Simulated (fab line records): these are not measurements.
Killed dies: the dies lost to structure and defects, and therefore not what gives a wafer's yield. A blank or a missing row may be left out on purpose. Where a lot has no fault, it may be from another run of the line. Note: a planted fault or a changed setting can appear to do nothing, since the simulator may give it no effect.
fab line records	flow ritCmos	part 1 of 2: steps 1 to 30 of 43
record: lots: 6	wafers: 18	lastDay: 7
route steps=202 shown SDANNEAL@156 PSD@157 NSD@158 PLDD@159 NLDD@160 SILICIDE@161 CONTACT@168 M1@184
lots untouched by any fault: they come from a run of this same line in which no faults occurred
startH: the number of hours between the record's first day and the start of the first shown wafer of the lot	waitH: hours since the lot's step before	" the same as in the row above	L1.1+2: several wafers, shown together as one row	- no value, or no start given	* or withheld: withheld	< > ~ a bound
route shown NAME@n: NAME is a module with steps in the file, n the number in the route of the first one	usual: mean and standard deviation over wafers with no fault	same: alike in all rows	chamber/n: place in a boat	sites: each site's reading	_std_site: the standard deviation of these	_edge_site: mean of outer sites minus mean of inner sites	radiusMm: how far each site lies from the wafer's centre	mask NAME#n: copy n	behind: the tool/chamber that last shaped the wafer	hold: cause of the lot's hold/its duration in hours/its outcome	device: transistor that didn't switch, given as n, p or np	end of line: the route-end tests of the same wafers	a step without rows: its recipe alone	killed: not the wafer's yield, but the dies lost to structure and defects at the first sort	map: a wafer's dies, x killed, . not, _ none there
set.NAME: the setting as run; set.NAME@STEP: as run at that earlier step	model.NAME: the simulator's own value behind a step, which no gauge read
lots at selected steps of the route; one table per step, one row per wafer
services: from which hour (startH, from the record's first day; less than 0 if before it) a tool's chamber was out of use, for how many hours, and why
== steps ==
step: RIT_SDANNEAL_RTA_03
recipe: tempC: 1050	timeS: 5	idleTempC: 600	rampUpCPerS: 342	rampDownCPerS: 171	coolToC: 600	ambient: N2
usual: chamberO2Ppm: 2.003/0.021	wafer_temp_C_max: 1053.5/1.1
lot.wafer	tool	chamber	startH	waitH	chamberO2Ppm	wafer_temp_C_max
L440.1	rtpAnneal-01	0	92.64	0.0	1.998	1055.0
L440.2	"	0	"	"	1.971	1051.7
L440.3	"	0	"	"	1.976	1052.2
L443.1	rtpAnneal-02	0	113.97	0.0	2.002	1053.3
L443.2	"	0	"	"	2.041	1052.9
L443.3	"	0	"	"	2.026	1054.2
L451.2	rtpAnneal-01	0	140.09	0.0	1.987	1053.7
L451.3	"	0	"	"	1.969	1053.8
L451.4	"	0	"	"	1.990	1052.9
L455.2	rtpAnneal-02	0	147.68	0.0	1.968	1054.1
L455.3	"	0	"	"	2.004	1053.7
L455.5	"	0	"	"	2.011	1052.2
L457.1	rtpAnneal-02	0	155.52	0.0	2.003	1053.8
L457.2	"	0	"	"	1.984	1052.5
L457.6	"	0	"	"	1.990	1052.5
L460.1	rtpAnneal-01	0	167.39	0.0	2.008	1054.2
L460.2	"	0	"	"	2.020	1052.5
L460.4	"	0	"	"	2.000	1052.5
step: RIT_SDANNEAL_RS_MEAS_04
recipe: thkMeasGauge: four-point-probe
usual: PSD_RS: 115.8/0.31
lot.wafer	tool	chamber	startH	waitH	PSD_RS[ohm/sq]
L440.1	filmMetro-02	-	92.70	0.0	115.6
L440.2	"	-	"	"	116.1
L440.3	"	-	"	"	116.1
L443.1	filmMetro-02	-	114.03	0.0	115.7
L443.2	"	-	"	"	115.8
L443.3	"	-	"	"	115.7
L451.2	filmMetro-02	-	140.16	0.1	116.0
L451.3	"	-	"	"	116.0
L451.4	"	-	"	"	116.2
L455.2	filmMetro-01	-	147.75	0.1	115.3
L455.3	"	-	"	"	115.3
L455.5	"	-	"	"	115.3
L457.1	filmMetro-02	-	155.58	0.0	116.0
L457.2	"	-	"	"	115.9
L457.6	"	-	"	"	116.1
L460.1	filmMetro-03	-	167.45	0.0	116.0
L460.2	"	-	"	"	115.7
L460.4	"	-	"	"	115.5
step: RIT_SDANNEAL_RS_MEAS_05
recipe: thkMeasGauge: four-point-probe
usual: NSD_RS: 84.54/0.26
lot.wafer	tool	chamber	startH	waitH	NSD_RS[ohm/sq]
L440.1	filmMetro-02	-	92.82	0.1	84.89
L440.2	"	-	"	"	84.44
L440.3	"	-	"	"	84.83
L443.1	filmMetro-02	-	114.15	0.1	84.71
L443.2	"	-	"	"	84.47
L443.3	"	-	"	"	84.68
L451.2	filmMetro-02	-	140.28	0.1	85.05
L451.3	"	-	"	"	84.87
L451.4	"	-	"	"	85.07
L455.2	filmMetro-01	-	147.87	0.1	83.92
L455.3	"	-	"	"	84.00
L455.5	"	-	"	"	84.36
L457.1	filmMetro-02	-	155.70	0.1	84.63
L457.2	"	-	"	"	84.54
L457.6	"	-	"	"	84.62
L460.1	filmMetro-03	-	167.57	0.1	84.66
L460.2	"	-	"	"	84.72
L460.4	"	-	"	"	84.70
step: RIT_SDANNEAL_RS_MEAS_06
recipe: thkMeasGauge: four-point-probe
usual: PLDD_RS: 178.6/0.5
lot.wafer	tool	chamber	startH	waitH	PLDD_RS[ohm/sq]
L440.1	filmMetro-02	-	92.94	0.1	178.9
L440.2	"	-	"	"	178.5
L440.3	"	-	"	"	179.0
L443.1	filmMetro-02	-	114.27	0.1	178.6
L443.2	"	-	"	"	179.0
L443.3	"	-	"	"	178.9
L451.2	filmMetro-02	-	140.40	0.1	178.7
L451.3	"	-	"	"	178.8
L451.4	"	-	"	"	178.3
L455.2	filmMetro-01	-	147.99	0.1	177.7
L455.3	"	-	"	"	177.6
L455.5	"	-	"	"	178.1
L457.1	filmMetro-02	-	155.82	0.1	178.7
L457.2	"	-	"	"	178.8
L457.6	"	-	"	"	178.4
L460.1	filmMetro-03	-	167.69	0.1	179.3
L460.2	"	-	"	"	179.1
L460.4	"	-	"	"	178.6
step: RIT_SDANNEAL_RS_MEAS_07
recipe: thkMeasGauge: four-point-probe
usual: NLDD_RS: 151.6/0.53
lot.wafer	tool	chamber	startH	waitH	NLDD_RS[ohm/sq]
L440.1	filmMetro-02	-	93.06	0.1	151.3
L440.2	"	-	"	"	151.3
L440.3	"	-	"	"	151.3
L443.1	filmMetro-02	-	114.39	0.1	151.7
L443.2	"	-	"	"	151.8
L443.3	"	-	"	"	151.6
L451.2	filmMetro-02	-	140.52	0.1	150.9
L451.3	"	-	"	"	151.1
L451.4	"	-	"	"	151.2
L455.2	filmMetro-01	-	148.11	0.1	150.9
L455.3	"	-	"	"	151.1
L455.5	"	-	"	"	151.0
L457.1	filmMetro-02	-	155.94	0.1	151.3
L457.2	"	-	"	"	152.0
L457.6	"	-	"	"	151.8
L460.1	filmMetro-03	-	167.81	0.1	151.1
L460.2	"	-	"	"	151.2
L460.4	"	-	"	"	151.4
step: RIT_SILICIDE_WET_ETCH_00
recipe: chemistry: BOE	target: SiO2	targetDepthNm: 14	timeS: 15	dry: n2Spin	dilution: 10:1	tempC: 21.5
step: RIT_SILICIDE_SPUTTER_01
recipe: material: Ti	targetThkNm: 30	powerW: 350	chamberPressurePa: 0.667	gas: Ar	timeS: 240	substrateTempC: 25
usual: cathodeDcPowerW: 350.00/0.061	chamberPressurePa: 0.6670/0.0014	throttleValvePct: 29.9/1.4
lot.wafer	tool	chamber	startH	waitH	cathodeDcPowerW	chamberPressurePa	throttleValvePct
L440.1	pvdSputter-02	-	93.20	0.0	349.91	0.6683	31.1
L440.2	"	-	"	"	350.08	0.6682	31.5
L440.3	"	-	"	"	349.96	0.6660	30.1
L443.1	pvdSputter-04	-	114.52	0.0	350.02	0.6695	29.9
L443.2	"	-	"	"	349.98	0.6673	31.0
L443.3	"	-	"	"	349.96	0.6653	28.6
L451.2	pvdSputter-02	-	140.63	0.0	350.06	0.6666	30.7
L451.3	"	-	"	"	349.92	0.6657	30.9
L451.4	"	-	"	"	349.96	0.6662	31.4
L455.2	pvdSputter-01	-	148.22	0.0	350.01	0.6670	32.3
L455.3	"	-	"	"	349.97	0.6668	28.7
L455.5	"	-	"	"	349.98	0.6673	28.5
L457.1	pvdSputter-01	-	156.07	0.0	350.04	0.6664	29.4
L457.2	"	-	"	"	350.03	0.6654	28.6
L457.6	"	-	"	"	350.00	0.6649	27.7
L460.1	pvdSputter-01	-	167.94	0.0	350.05	0.6665	29.2
L460.2	"	-	"	"	349.87	0.6669	28.5
L460.4	"	-	"	"	349.99	0.6699	32.6
step: RIT_SILICIDE_RS_MEAS_02
recipe: thkMeasGauge: four-point-probe	reads: Ti_of_SILICIDE_SPUTTER_01
usual: SILICIDE_TI_RS: 47.8/0.93
lot.wafer	tool	chamber	startH	waitH	SILICIDE_TI_RS[ohm/sq]
L440.1	filmMetro-04	-	93.35	0.1	48.8
L440.2	"	-	"	"	47.8
L440.3	"	-	"	"	47.3
L443.1	filmMetro-04	-	114.67	0.1	49.9
L443.2	"	-	"	"	48.8
L443.3	"	-	"	"	47.9
L451.2	filmMetro-04	-	140.80	0.1	47.4
L451.3	"	-	"	"	48.0
L451.4	"	-	"	"	46.7
L455.2	filmMetro-03	-	148.39	0.1	47.5
L455.3	"	-	"	"	48.9
L455.5	"	-	"	"	48.9
L457.1	filmMetro-04	-	156.22	0.1	48.6
L457.2	"	-	"	"	47.8
L457.6	"	-	"	"	48.2
L460.1	filmMetro-04	-	168.09	0.1	47.7
L460.2	"	-	"	"	47.4
L460.4	"	-	"	"	45.9
step: RIT_SILICIDE_THK_MEAS_03
recipe: thkMeasGauge: xrf	reads: Ti_of_SILICIDE_SPUTTER_01
usual: SILICIDE_TI_THK: 30.0/0.48
lot.wafer	tool	chamber	startH	waitH	SILICIDE_TI_THK[nm]
L440.1	filmMetro-04	-	93.47	0.1	29.6
L440.2	"	-	"	"	30.1
L440.3	"	-	"	"	30.3
L443.1	filmMetro-04	-	114.79	0.1	28.9
L443.2	"	-	"	"	29.4
L443.3	"	-	"	"	29.9
L451.2	filmMetro-04	-	140.91	0.1	30.0
L451.3	"	-	"	"	29.9
L451.4	"	-	"	"	30.3
L455.2	filmMetro-03	-	148.50	0.1	30.2
L455.3	"	-	"	"	29.3
L455.5	"	-	"	"	29.3
L457.1	filmMetro-04	-	156.34	0.1	29.5
L457.2	"	-	"	"	30.1
L457.6	"	-	"	"	29.8
L460.1	filmMetro-04	-	168.21	0.1	30.0
L460.2	"	-	"	"	30.3
L460.4	"	-	"	"	30.9
step: RIT_SILICIDE_RTA_04
recipe: tempC: 650	timeS: 10	idleTempC: 25	rampUpS: 5	rampDownS: 5	coolToC: 25	ambient: N2
usual: chamberO2Ppm: 1.997/0.022	wafer_temp_C_max: 654.3/0.81
lot.wafer	tool	chamber	startH	waitH	chamberO2Ppm	wafer_temp_C_max
L440.1	rtpAnneal-01	0	93.53	0.1	1.990	655.0
L440.2	"	0	"	"	2.016	654.3
L440.3	"	0	"	"	2.008	653.7
L443.1	rtpAnneal-01	0	114.85	0.1	2.019	654.6
L443.2	"	0	"	"	2.032	654.7
L443.3	"	0	"	"	2.035	654.2
L451.2	rtpAnneal-02	0	140.97	0.1	2.003	654.8
L451.3	"	0	"	"	2.012	653.1
L451.4	"	0	"	"	2.009	654.4
L455.2	rtpAnneal-01	0	148.56	0.1	2.010	654.1
L455.3	"	0	"	"	2.020	654.0
L455.5	"	0	"	"	2.036	653.5
L457.1	rtpAnneal-01	0	156.40	0.1	2.009	653.7
L457.2	"	0	"	"	2.007	654.3
L457.6	"	0	"	"	1.969	655.1
L460.1	rtpAnneal-02	0	168.27	0.1	2.006	654.3
L460.2	"	0	"	"	2.002	652.8
L460.4	"	0	"	"	1.990	654.1
step: RIT_SILICIDE_WET_ETCH_05
recipe: chemistry: SPM	target: Ti	tempC: 90	timeS: 120	dry: n2Spin
step: RIT_SILICIDE_RTA_06
recipe: tempC: 750	timeS: 10	idleTempC: 25	rampUpS: 5	rampDownS: 10	coolToC: 25	ambient: N2
usual: chamberO2Ppm: 2.000/0.022	wafer_temp_C_max: 755.0/0.94
lot.wafer	tool	chamber	startH	waitH	chamberO2Ppm	wafer_temp_C_max
L440.1	rtpAnneal-01	0	93.68	0.0	2.054	754.7
L440.2	"	0	"	"	1.992	753.8
L440.3	"	0	"	"	1.970	755.1
L443.1	rtpAnneal-02	0	114.96	0.0	1.995	755.2
L443.2	"	0	"	"	2.003	753.9
L443.3	"	0	"	"	2.027	754.8
L451.2	rtpAnneal-01	0	141.12	0.0	2.037	754.2
L451.3	"	0	"	"	1.965	754.0
L451.4	"	0	"	"	1.961	754.1
L455.2	rtpAnneal-02	0	148.67	0.0	2.006	754.6
L455.3	"	0	"	"	1.996	754.1
L455.5	"	0	"	"	1.986	756.1
L457.1	rtpAnneal-02	0	156.51	0.0	2.002	755.7
L457.2	"	0	"	"	2.026	755.1
L457.6	"	0	"	"	2.010	754.4
L460.1	rtpAnneal-01	0	168.38	0.0	2.013	754.3
L460.2	"	0	"	"	2.010	758.6
L460.4	"	0	"	"	2.029	756.0
step: RIT_CONTACT_CVD_00
recipe: material: SiO2	targetThkNm: 400	precursor: TEOS	tempC: 390	timeS: 61	rfW: 400
usual: heaterPowerW: 330/51	susceptorTempC: 390.00/0.23
lot.wafer	tool	chamber	startH	waitH	heaterPowerW	susceptorTempC	model.SiO2_of_CONTACT_CVD_00.thkNm
L440.1	pecvd-03	1	93.74	0.1	350	390.05	398.8
L440.2	"	2	"	"	374	389.78	387.8
L440.3	"	0	"	"	265	390.38	397.4
L443.1	pecvd-04	2	115.03	0.1	436	390.11	398.3
L443.2	"	0	"	"	285	390.29	392.3
L443.3	"	1	"	"	269	389.97	397.6
L451.2	pecvd-03	2	141.18	0.0	352	390.05	395.1
L451.3	"	1	"	"	352	390.08	447.4
L451.4	"	2	"	"	374	389.85	400
L455.2	pecvd-03	2	148.73	0.0	400	390.23	390.8
L455.3	"	1	"	"	305	389.80	447.7
L455.5	"	2	"	"	329	390.20	402.5
L457.1	pecvd-04	1	156.58	0.1	331	390.40	402.4
L457.2	"	0	"	"	310	389.91	391.4
L457.6	"	1	"	"	346	389.77	404.8
L460.1	pecvd-04	2	168.45	0.1	416	389.97	395.4
L460.2	"	1	"	"	336	389.84	397.9
L460.4	"	0	"	"	286	390.21	399.2
step: RIT_CONTACT_THK_MEAS_01
recipe: reads: SiO2_of_CONTACT_CVD_00
usual: CONTACT_TEOS_THK: 400/4.9
lot.wafer	tool	chamber	startH	waitH	CONTACT_TEOS_THK[nm]
L440.1	filmMetro-04	-	93.79	0.0	399
L440.2	"	-	"	"	388
L440.3	"	-	"	"	398
L443.1	filmMetro-02	-	115.12	0.1	398
L443.2	"	-	"	"	392
L443.3	"	-	"	"	397
L451.2	filmMetro-04	-	141.26	0.1	395
L451.3	"	-	"	"	447
L451.4	"	-	"	"	400
L455.2	filmMetro-04	-	148.81	0.1	391
L455.3	"	-	"	"	447
L455.5	"	-	"	"	402
L457.1	filmMetro-01	-	156.63	0.0	402
L457.2	"	-	"	"	391
L457.6	"	-	"	"	405
L460.1	filmMetro-02	-	168.50	0.0	395
L460.2	"	-	"	"	398
L460.4	"	-	"	"	399
step: RIT_CONTACT_HMDS_02
recipe: primeTimeS: 60	primeTempC: 140
step: RIT_CONTACT_COAT_03
recipe: resist: NOVOLAK	spinRpm: 3250	resistThkNm: 1000
step: RIT_CONTACT_SOFTBAKE_04
recipe: resist: NOVOLAK	tempC: 90	timeS: 60
step: RIT_CONTACT_EXPOSE_05
recipe: maskId: M11	na: 0.6	sourceShape: conventional	sigmaOuter: 0.5	targetCdNm: 1000	doseMj: 250
step: RIT_CONTACT_PEB_06
recipe: resist: NOVOLAK	tempC: withheld	timeS: withheld
step: RIT_CONTACT_DEVELOP_07
recipe: resist: NOVOLAK	developTimeS: 120	devTempC: 23
step: RIT_CONTACT_CD_MEAS_08
recipe: targetCdNm: 1000
usual: cdNm: 999.9/2.5
lot.wafer	tool	chamber	startH	waitH	cdNm
L440.1	cdSem-02	-	94.82	-	1000.0
L440.2	"	-	"	"	1002.2
L440.3	"	-	"	"	1002.2
L443.1	cdSem-02	-	120.56	-	1002.9
L443.2	"	-	"	"	1002.9
L443.3	"	-	"	"	1001.6
L451.2	cdSem-02	-	142.43	-	999.9
L451.3	"	-	"	"	999.5
L451.4	"	-	"	"	1000.4
L455.2	cdSem-01	-	149.97	-	1000.3
L455.3	"	-	"	"	999.9
L455.5	"	-	"	"	1000.9
L457.1	cdSem-02	-	157.99	-	997.2
L457.2	"	-	"	"	998.4
L457.6	"	-	"	"	998.8
L460.1	cdSem-02	-	169.53	-	998.8
L460.2	"	-	"	"	1001.5
L460.4	"	-	"	"	1003.0
step: RIT_CONTACT_OVL_MEAS_09
usual: CONTACT_OVL: -0.1/1.3
lot.wafer	tool	chamber	startH	waitH	CONTACT_OVL[nm]
L440.1	overlay-02	-	94.94	0.1	0.4
L440.2	"	-	"	"	1.4
L440.3	"	-	"	"	0.7
L443.1	overlay-02	-	120.68	0.1	-1.6
L443.2	"	-	"	"	-0.3
L443.3	"	-	"	"	-0.9
L451.2	overlay-01	-	142.53	0.1	0.7
L451.3	"	-	"	"	0.1
L451.4	"	-	"	"	1.0
L455.2	overlay-01	-	150.08	0.1	2.0
L455.3	"	-	"	"	1.1
L455.5	"	-	"	"	1.6
L457.1	overlay-01	-	158.11	0.1	0.3
L457.2	"	-	"	"	0.1
L457.6	"	-	"	"	-1.3
L460.1	overlay-02	-	169.65	0.1	-0.5
L460.2	"	-	"	"	-2.1
L460.4	"	-	"	"	-2.0
step: RIT_CONTACT_HARDBAKE_10
recipe: resist: NOVOLAK	tempC: 140	timeS: 60
step: RIT_CONTACT_ETCH_11
recipe: targetDepthA: 4800	overEtchFrac: 0.2	stopOn: TiSi2	chemistry: CHF3/CF4/Ar	target: SiO2	CHF3_flow_sccm: 50	cf4FlowSccm: 10	Ar_flow_sccm: 100	O2_flow_sccm: 5	pressureMtorr: 100	rfW: 200	timeS: 320
usual: drypumpMotorCurrentA: 5.9/0.53	oesProductAu: 0.991/0.011	throttleValvePct: 8.89/0.15
lot.wafer	tool	chamber	startH	waitH	drypumpMotorCurrentA	oesProductAu	rfHoursCounterH	throttleValvePct	model.CONTACT.featureDepthNm	model.etch.depthNm
L440.1	rieDiel-04	0	95.13	0.1	6.6	0.977	50	8.99	398.8	398.8
L440.2	"	2	"	"	5.3	1.003	93	8.87	387.8	387.8
L440.3	"	3	"	"	5.2	0.993	42	8.59	397.4	397.4
L443.1	rieDiel-01	2	121.11	0.1	5.0	0.991	7	8.92	398.3	398.3
L443.2	"	3	"	"	6.4	0.981	67	8.82	392.3	392.3
L443.3	"	1	"	"	5.8	0.982	48	8.84	397.6	397.6
L451.2	rieDiel-03	3	142.71	0.1	6.5	0.978	145	8.77	395.1	395.1
L451.3	"	1	"	"	5.5	1.012	147	8.85	447.4	447.4
L451.4	"	0	"	"	5.9	0.997	97	9.22	400	400
L455.2	rieDiel-04	0	150.26	0.1	6.5	0.984	52	9.01	390.8	390.8
L455.3	"	3	"	"	5.2	1.002	43	8.59	447.7	447.7
L455.5	"	0	"	"	6.5	0.982	-	9.00	402.5	402.5
L457.1	rieDiel-01	1	158.43	0.1	5.8	0.976	49	8.84	402.4	402.4
L457.2	"	2	"	"	5.0	0.980	8	8.93	391.4	391.4
L457.6	"	3	"	"	6.3	0.981	-	8.84	404.8	404.8
L460.1	rieDiel-04	1	169.83	0.1	6.2	1.005	2	8.92	395.4	395.4
L460.2	"	0	"	"	6.6	0.985	53	9.00	397.9	397.9
L460.4	"	2	"	"	5.3	1.007	94	8.87	399.2	399.2
step: RIT_CONTACT_STRIP_12
recipe: chemistry: O2	timeS: 180	resist: NOVOLAK	platenTempC: withheld	powerW: 500	pressureMtorr: 4000	o2FlowSccm: 4000
step: RIT_CONTACT_CD_MEAS_90
recipe: targetCdNm: 1000
usual: cdNm: 999.7/2.5
lot.wafer	tool	chamber	startH	waitH	cdNm
L440.1	cdSem-02	-	95.49	0.1	1000.0
L440.2	"	-	"	"	1002.0
L440.3	"	-	"	"	1002.2
L443.1	cdSem-01	-	121.49	0.1	1002.3
L443.2	"	-	"	"	1002.7
L443.3	"	-	"	"	1002.7
L451.2	cdSem-02	-	143.10	0.1	1000.2
L451.3	"	-	"	"	1000.1
L451.4	"	-	"	"	1000.3
L455.2	cdSem-02	-	150.64	0.1	999.9
L455.3	"	-	"	"	999.7
L455.5	"	-	"	"	1000.9
L457.1	cdSem-01	-	158.80	0.1	997.6
L457.2	"	-	"	"	997.8
L457.6	"	-	"	"	998.3
L460.1	cdSem-01	-	170.20	0.1	998.4
L460.2	"	-	"	"	1001.0
L460.4	"	-	"	"	1002.0
step: RIT_CONTACT_CLEAN_13
recipe: chemistry: SC1	mix: 3:3:50	timeS: 600	tempC: 75
step: RIT_CONTACT_CLEAN_14
recipe: chemistry: SC2	mix: 3:3:50	timeS: 600	tempC: 75	dry: n2Spin
step: RIT_M1_SPUTTER_00
recipe: material: Al	targetThkNm: 400	powerW: 2000	chamberPressurePa: 0.4	gas: Ar	timeS: 500	substrateTempC: 25
usual: cathodeDcPowerW: 2000.0/0.39	chamberPressurePa: 0.4000/0.00082	throttleValvePct: 30.4/1.1
lot.wafer	tool	chamber	startH	waitH	cathodeDcPowerW	chamberPressurePa	throttleValvePct
L440.1	pvdSputter-04	-	96.14	0.0	1999.9	0.3988	30.0
L440.2	"	-	"	"	2001.3	0.3999	29.7
L440.3	"	-	"	"	1999.9	0.4003	31.0
L443.1	pvdSputter-04	-	121.96	0.0	1999.9	0.3998	28.5
L443.2	"	-	"	"	2000.4	0.3989	30.9
L443.3	"	-	"	"	1999.9	0.4000	30.3
L451.2	pvdSputter-02	-	143.55	0.0	2000.1	0.4013	31.1
L451.3	"	-	"	"	2000.3	0.3998	30.9
L451.4	"	-	"	"	2000.2	0.3998	30.0
L455.2	pvdSputter-03	-	151.09	0.0	1999.8	0.4001	28.7
L455.3	"	-	"	"	1999.8	0.4011	30.2
L455.5	"	-	"	"	1999.2	0.3996	30.1
L457.1	pvdSputter-03	-	159.27	0.0	2000.1	0.4000	30.7
L457.2	"	-	"	"	2000.1	0.4002	32.3
L457.6	"	-	"	"	1999.6	0.3999	30.1
L460.1	pvdSputter-03	-	170.67	0.0	1999.6	0.4010	30.8
L460.2	"	-	"	"	1999.5	0.3995	32.2
L460.4	"	-	"	"	2000.3	0.4002	29.1
step: RIT_M1_RS_MEAS_01
recipe: thkMeasGauge: four-point-probe	reads: Al_of_M1_SPUTTER_00
usual: M1_AL_RS: 0.0731/0.0012
lot.wafer	tool	chamber	startH	waitH	M1_AL_RS[ohm/sq]
L440.1	filmMetro-03	-	96.43	0.1	0.0730
L440.2	"	-	"	"	0.0736
L440.3	"	-	"	"	0.0739
L443.1	filmMetro-01	-	122.25	0.1	0.0726
L443.2	"	-	"	"	0.0734
L443.3	"	-	"	"	0.0725
L451.2	filmMetro-02	-	143.87	0.2	0.0727
L451.3	"	-	"	"	0.0716
L451.4	"	-	"	"	0.0720
L455.2	filmMetro-03	-	151.41	0.2	0.0736
L455.3	"	-	"	"	0.0729
L455.5	"	-	"	"	0.0727
L457.1	filmMetro-01	-	159.57	0.1	0.0738
L457.2	"	-	"	"	0.0743
L457.6	"	-	"	"	0.0759
L460.1	filmMetro-01	-	170.97	0.1	0.0727
L460.2	"	-	"	"	0.0726
L460.4	"	-	"	"	0.0744
== key ==
firstSign: step: RIT_CONTACT_THK_MEAS_01	reading: CONTACT_TEOS_THK	direction: up	sigmas: 9.8	usual: 400	struck: 447
effect none on later readings
modelEffect: step: RIT_CONTACT_CVD_00	value: SiO2_of_CONTACT_CVD_00.thkNm	without: 400.4	struck: 447.6
modelEffect: step: RIT_CONTACT_ETCH_11	value: CONTACT.featureDepthNm	without: 400.4	struck: 447.6
modelEffect: step: RIT_M1_METAL_ETCH_12	value: SiO2_of_CONTACT_CVD_00.thkNm	without: 364.5	struck: 411.6
modelEffect: step: RIT_M1_PROBE_99	value: etest.fieldPMetal.vtV	without: -29.5	struck: -31.87
metAt RIT_CONTACT_CVD_00
struckWafers L451.3,L455.3
sortLeftOut L455.3
testerLeftOut L451,L455
onsetBetween 93.74 141.18
fault: kind: processParameterDrift	tool: pecvd-03	chamber: 1	onsetH: 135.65	steps: RIT_CONTACT_CVD_00	channel: targetThkNm	offset: 46.89	shape: step	endH: 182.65	stated: 400
testerLeftOut: of these lots the tester's yield and bins aren't shown, on N5 and GAA mostly nor the transistor test; their killed dies are dies lost to structure and defects alone, not to doping, threshold or leakage, so they don't give the yield
sortLeftOut: the simulated sort isn't trusted on such a fault, so these wafers' sort isn't shown, and their yield isn't known
